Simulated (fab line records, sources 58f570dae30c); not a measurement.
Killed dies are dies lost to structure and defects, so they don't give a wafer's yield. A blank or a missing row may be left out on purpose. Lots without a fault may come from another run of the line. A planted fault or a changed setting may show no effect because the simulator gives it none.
One fault seen from 2 desks | flow berkeley_cmos170 | each desk has only its own numbers; what lay behind them comes last

THE METROLOGY DESK
What the gauges read, lot by lot, whatever tool the lot ran on: means of the sampled wafers that have a number. A lot is out of limits, marked OUT, if its mean lies more than 4 standard deviations from the usual mean; the brackets give that distance.
Columns: A = PVT_TW at UCB170_PVT_TW_MEAS_09, usual 504; B = GATE_OXIDE_THK at UCB170_GATE_THK_MEAS_02, usual 6.53 nm
lot  | first seen here | A   | B
L162 | day 5 08:19     | 505 | 6.65
L163 | day 6 03:32     | 502 | 6.58
L164 | day 6 13:41     | 503 | 6.46
L165 | day 6 13:55     | 503 | 6.46
L166 | day 6 14:10     | 514 | 6.62
L169 | day 7 18:07     | 502 | 6.53
L171 | day 7 20:45     | 501 | 6.78
L170 | day 7 20:59     | 501 | 6.60
L176 | day 8 20:20     | 494 | 6.38
L178 | day 9 14:59     | 490 | 6.33
L181 | day 9 22:32     | 501 | 6.26
L183 | day 10 03:49    | 504 | 6.46
L182 | day 10 04:05    | 505 | 6.79
L185 | day 10 15:20    | 502 | 6.57
This desk's finding: nothing out of limits on any of the 14 lots.

THE TOOL OWNER'S DESK: implanter-02
The tool's own readings at UCB170_PVT_IMPLANT_07: means of the sampled wafers that have a number, for each lot that ran on this tool. A lot is out of limits, marked OUT, if its mean lies more than 4 standard deviations from the usual mean; the brackets give that distance.
Columns: A = beam_energy_keV at UCB170_PVT_IMPLANT_07, usual 30.000; B = tilt_deg at UCB170_PVT_IMPLANT_07, usual 6.894 degrees
lot  | first seen here | A                        | B
L166 | day 6 13:55     | 30.004                   | 6.927
L170 | day 7 20:47     | 29.993                   | 6.893
L176 | day 8 20:06     | 27.405 (-99 or more) OUT | 6.869
L178 | day 9 14:45     | 27.399 (-99 or more) OUT | 6.884
This desk's finding: out of limits on L176, L178; first on L176, day 8 20:06 (beam_energy_keV at UCB170_PVT_IMPLANT_07). In limits: L166, L170.

PUT TOGETHER
The tool owner's desk could have raised an alarm at day 8 20:06, on L176, L178.
The metrology desk saw nothing out of limits.
The metrology desk has L176, L178 on record, within its limits.
Of the lots named, all ran UCB170_PVT_IMPLANT_07 on implanter-02.

WHAT THE SIMULATOR HAD PUT IN
Process parameter drift: implanter-02, from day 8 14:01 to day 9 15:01, at UCB170_PVT_IMPLANT_07. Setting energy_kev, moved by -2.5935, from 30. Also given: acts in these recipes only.
Lots struck among those shown: L176, L178.
Hours from the fault's start to each desk's first reading out of limits: the tool owner's desk, 6.
